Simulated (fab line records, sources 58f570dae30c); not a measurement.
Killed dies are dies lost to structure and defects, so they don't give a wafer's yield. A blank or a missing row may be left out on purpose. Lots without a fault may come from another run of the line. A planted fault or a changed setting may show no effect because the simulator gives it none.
fab line records | flow berkeley_cmos170 | part 2 of 2: steps 29 to 38 of 38
record lots=5 wafers=15 last_day=12
route steps=331 shown PLDD@146 NLDD@158 SPACER@171 PSD@175
lots that met no fault: from a run of the same line without faults
start_h: hours from the record's first day to the start of the lot's first wafer shown | wait_h: hours since the lot's step before | " the same as in the row above | L1.1+2: a row that stands for several wafers | - no value, or no start given | * or withheld: withheld | < > ~ a bound
route shown NAME@n: a module of which the file shows steps, and the number in the route of the first | usual: mean/standard deviation of fault-free wafers | same: alike in all rows | chamber/n: place in a boat | sites: the reading at each site | _std_site: their standard deviation | _edge_site: outer sites' mean less inner sites' | radius_mm: how far each site lies from the wafer's centre | mask NAME#n: copy n | behind: the tool/chamber that last shaped the wafer | hold: why the lot was held/for how many hours/how that ended | device: the transistor (n, p or np) that didn't switch | end of line: the same wafers' tests at the end of the route | a step without rows: its recipe alone | killed: dies lost to structure and defects at the first sort, not the wafer's yield | map: a wafer's dies, x killed, . not, _ none there
set.NAME: the setting as run; set.NAME@STEP: as run at that earlier step | model.NAME: the simulator's own value behind a step, which no gauge read
lots at some steps of the route; a table a step, a row a wafer
services: from which hour (start_h, from the record's first day; less than 0 if before it) a tool's chamber was out of use, for how many hours, and why
## steps
# step UCB170_SPACER_ETCHBACK_03
# recipe stop_on=Si target=SiO2 chemistry=CHF3/CF4/Ar CHF3_flow_sccm=50 cf4_flow_sccm=10 Ar_flow_sccm=120 pressure_mtorr=200 rf_w=500 target_depth_a=3760 time_s=100
# usual drypump_motor_current_A=5.8/0.45 oes_product_au=0.901/0.015 throttle_valve_pct=6.46/0.11
# columns lot.wafer tool chamber start_h wait_h drypump_motor_current_A oes_product_au rf_hours_counter_h throttle_valve_pct
L080.2 rie_diel-04 1 184.70 0.0 6.5 0.903 33 6.45
L080.3 " 3 " " 5.7 0.894 133 6.57
L080.5 " 1 " " 6.5 0.917 - 6.44
L084.2 rie_diel-04 2 198.41 0.0 5.9 0.887 131 6.54
L084.4 " 3 " " 5.7 0.891 133 6.59
L084.5 " 2 " " 5.9 0.919 - 6.51
L089.2 rie_diel-02 1 247.73 0.0 5.7 0.923 42 6.43
L089.5 " 2 " " 6.2 0.886 - 6.55
L089.6 " 1 " " 5.7 0.914 - 6.42
L090.1 rie_diel-04 1 247.73 0.0 6.5 0.897 36 6.45
L090.2 " 0 " " 5.9 0.897 14 6.38
L090.6 " 0 " " 5.9 0.907 - 6.38
L093.1 rie_diel-04 0 254.26 0.0 5.9 0.912 15 6.38
L093.3 " 2 " " 5.9 0.898 133 6.51
L093.5 " 0 " " 5.9 0.915 - 6.39
# step UCB170_PSD_HMDS_00
# recipe prime_time_s=60 prime_temp_c=100
# columns lot.wafer tool chamber start_h wait_h
L080.2+3+5 litho_track-01 0 184.79 0.1
L084.2+4+5 litho_track-02 0 198.74 0.3
L089.2+5+6 litho_track-02 0 247.92 0.1
L090.1+2+6 litho_track-01 0 248.06 0.3
L093.1+3+5 litho_track-03 0 254.98 0.7
# step UCB170_PSD_COAT_01
# recipe resist=KrF spin_rpm=1500 resist_thk_nm=900
# columns lot.wafer tool chamber start_h wait_h
L080.2+3+5 litho_track-01 0 184.94 0.1
L084.2+4+5 litho_track-02 0 198.89 0.1
L089.2+5+6 litho_track-02 0 248.07 0.1
L090.1+2+6 litho_track-01 0 248.21 0.1
L093.1+3+5 litho_track-03 0 255.13 0.1
# step UCB170_PSD_SOFTBAKE_02
# recipe resist=KrF temp_c=130 time_s=60
# usual heater_power_total_W=56.80/0.041
# columns lot.wafer tool chamber start_h wait_h heater_power_total_W
L080.2 litho_track-01 0 185.09 0.1 56.80
L080.3 " 0 " " 56.78
L080.5 " 0 " " 56.80
L084.2 litho_track-02 0 199.04 0.1 56.84
L084.4 " 0 " " 56.83
L084.5 " 0 " " 56.87
L089.2 litho_track-02 0 248.22 0.1 56.77
L089.5 " 0 " " 56.75
L089.6 " 0 " " 56.81
L090.1 litho_track-01 0 248.36 0.1 56.80
L090.2 " 0 " " 56.77
L090.6 " 0 " " 56.68
L093.1 litho_track-03 0 255.28 0.1 56.76
L093.3 " 0 " " 56.84
L093.5 " 0 " " 56.78
# step UCB170_PSD_EXPOSE_03
# recipe mask_id=PSELECT_MOD na=0.5 sigma_outer=0.6 source_shape=conventional target_cd_nm=1200 dose_mj=30
# usual exposure_dose_mJ_cm2=29.962/0.029 focus_offset_nm=0.3/0.56
# columns lot.wafer tool chamber start_h wait_h mask exposure_dose_mJ_cm2 focus_offset_nm
L080.2 krf_scanner-01 0 185.24 0.1 PSELECT_MOD#0 29.970 -0.2
L080.3 " 0 " " PSELECT_MOD#0 29.953 -0.2
L080.5 " 0 " " PSELECT_MOD#0 29.947 -0.1
L084.2 krf_scanner-01 0 199.46 0.4 PSELECT_MOD#0 29.925 0.7
L084.4 " 0 " " PSELECT_MOD#0 29.954 -0.5
L084.5 " 0 " " PSELECT_MOD#0 29.944 0.3
L089.2 krf_scanner-02 0 248.36 0.1 PSELECT_MOD#0 29.955 0.4
L089.5 " 0 " " PSELECT_MOD#0 29.984 0.4
L089.6 " 0 " " PSELECT_MOD#0 29.942 0.3
L090.1 krf_scanner-01 0 248.63 0.2 PSELECT_MOD#0 30.000 0.6
L090.2 " 0 " " PSELECT_MOD#0 30.040 1.2
L090.6 " 0 " " PSELECT_MOD#0 29.956 0.8
L093.1 krf_scanner-01 0 255.56 0.2 PSELECT_MOD#0 29.948 -0.4
L093.3 " 0 " " PSELECT_MOD#0 29.986 -0.5
L093.5 " 0 " " PSELECT_MOD#0 29.970 0.0
# step UCB170_PSD_PEB_04
# recipe peb_temp_c=130 peb_time_s=withheld resist=KrF
# usual heater_power_total_W=56.80/0.045
# columns lot.wafer tool chamber start_h wait_h heater_power_total_W
L080.2 litho_track-02 0 185.36 0.1 56.78
L080.3 " 0 " " 56.73
L080.5 " 0 " " 56.75
L084.2 litho_track-03 0 199.58 0.1 56.78
L084.4 " 0 " " 56.81
L084.5 " 0 " " 56.86
L089.2 litho_track-03 0 248.63 0.3 56.83
L089.5 " 0 " " 56.85
L089.6 " 0 " " 56.82
L090.1 litho_track-02 0 248.75 0.1 56.81
L090.2 " 0 " " 56.81
L090.6 " 0 " " 56.72
L093.1 litho_track-02 0 255.67 0.1 56.80
L093.3 " 0 " " 56.84
L093.5 " 0 " " 56.77
# step UCB170_PSD_DEVELOP_05
# recipe developer=TMAH develop_time_s=45 resist=KrF dev_temp_c=21
# columns lot.wafer tool chamber start_h wait_h
L080.2+3+5 litho_track-02 0 - -
L084.2+4+5 litho_track-03 0 - -
L089.2+5+6 litho_track-03 0 - -
L090.1+2+6 litho_track-02 0 - -
L093.1+3+5 litho_track-02 0 - -
# step UCB170_PSD_CD_MEAS_06
# recipe target_cd_nm=1200
# usual cd_nm=1199.7/1.3
# columns lot.wafer tool chamber start_h wait_h cd_nm
L080.2 cd_sem-01 - 185.63 - 1198.3
L080.3 " - " " 1198.2
L080.5 " - " " 1197.5
L084.2 cd_sem-01 - 199.85 - 1199.7
L084.4 " - " " 1200.5
L084.5 " - " " 1200.5
L089.2 cd_sem-02 - 248.90 - 1200.8
L089.5 " - " " 1199.2
L089.6 " - " " 1197.9
L090.1 cd_sem-01 - 249.02 - 1199.3
L090.2 " - " " 1200.4
L090.6 " - " " 1199.8
L093.1 cd_sem-01 - 255.95 - 1199.8
L093.3 " - " " 1198.5
L093.5 " - " " 1198.8
# step UCB170_PSD_OVL_MEAS_07
# usual PSD_OVL=-1/5.4
# columns lot.wafer tool chamber start_h wait_h PSD_OVL[nm]
L080.2 overlay-01 - 185.74 0.1 -2
L080.3 " - " " 1
L080.5 " - " " 0
L084.2 overlay-02 - 199.96 0.1 -2
L084.4 " - " " 0
L084.5 " - " " -4
L089.2 overlay-02 - 249.01 0.1 2
L089.5 " - " " -8
L089.6 " - " " 1
L090.1 overlay-02 - 249.14 0.1 4
L090.2 " - " " 4
L090.6 " - " " -2
L093.1 overlay-01 - 256.07 0.1 -5
L093.3 " - " " -3
L093.5 " - " " -6
# step UCB170_PSD_IMPLANT_08
# recipe species=B dose_cm2=3e+15 energy_kev=20 tilt_deg=7
# usual end_station_pressure_torr=1.25e-05/6.7e-07
# columns lot.wafer tool chamber start_h wait_h end_station_pressure_torr
L080.2 implanter-02 0 185.79 0.0 1.33e-05
L080.3 " 0 " " 1.29e-05
L080.5 " 0 " " 1.24e-05
L084.2 implanter-02 0 200.01 0.0 1.18e-05
L084.4 " 0 " " 1.22e-05
L084.5 " 0 " " 1.02e-05
L089.2 implanter-04 0 249.07 0.0 1.22e-05
L089.5 " 0 " " 1.14e-05
L089.6 " 0 " " 1.27e-05
L090.1 implanter-02 0 249.18 0.0 1.36e-05
L090.2 " 0 " " 1.2e-05
L090.6 " 0 " " 1.29e-05
L093.1 implanter-04 0 256.10 0.0 1.15e-05
L093.3 " 0 " " 1.35e-05
L093.5 " 0 " " 1.22e-05
## services
# columns tool chamber start_h hours kind
rie_diel-02 - 152.78 0.6 repair
krf_scanner-01 - 152.89 1.0 pm
krf_scanner-02 - 171.71 0.8 pm
krf_scanner-02 0 174.37 - calibration
krf_scanner-01 - 175.98 0.8 pm
implanter-01 - 179.49 2.7 repair
krf_scanner-02 - 184.67 1.3 pm
implanter-03 - 186.49 3.3 repair
plasma_asher-01 - 186.51 3.5 repair
implanter-02 - 200.41 6.6 repair
rie_diel-04 3 209.42 2.7 repair
implanter-03 - 211.38 1.7 repair
pecvd-04 - 212.87 5.5 pm
implanter-02 - 218.01 5.5 repair
furnace-04 - 224.40 3.9 pm
pecvd-02 0 227.20 5.4 repair
krf_scanner-01 0 239.61 - calibration
furnace-04 - 239.83 4.9 pm
pecvd-04 2 242.29 42.4 repair
pecvd-04 - 242.50 14.0 pm
rie_diel-02 2 243.03 4.0 repair
rie_diel-04 3 246.54 - clean
rie_diel-04 3 246.54 20.4 scheduled_down
rie_diel-04 3 246.54 20.4 vent_cycle
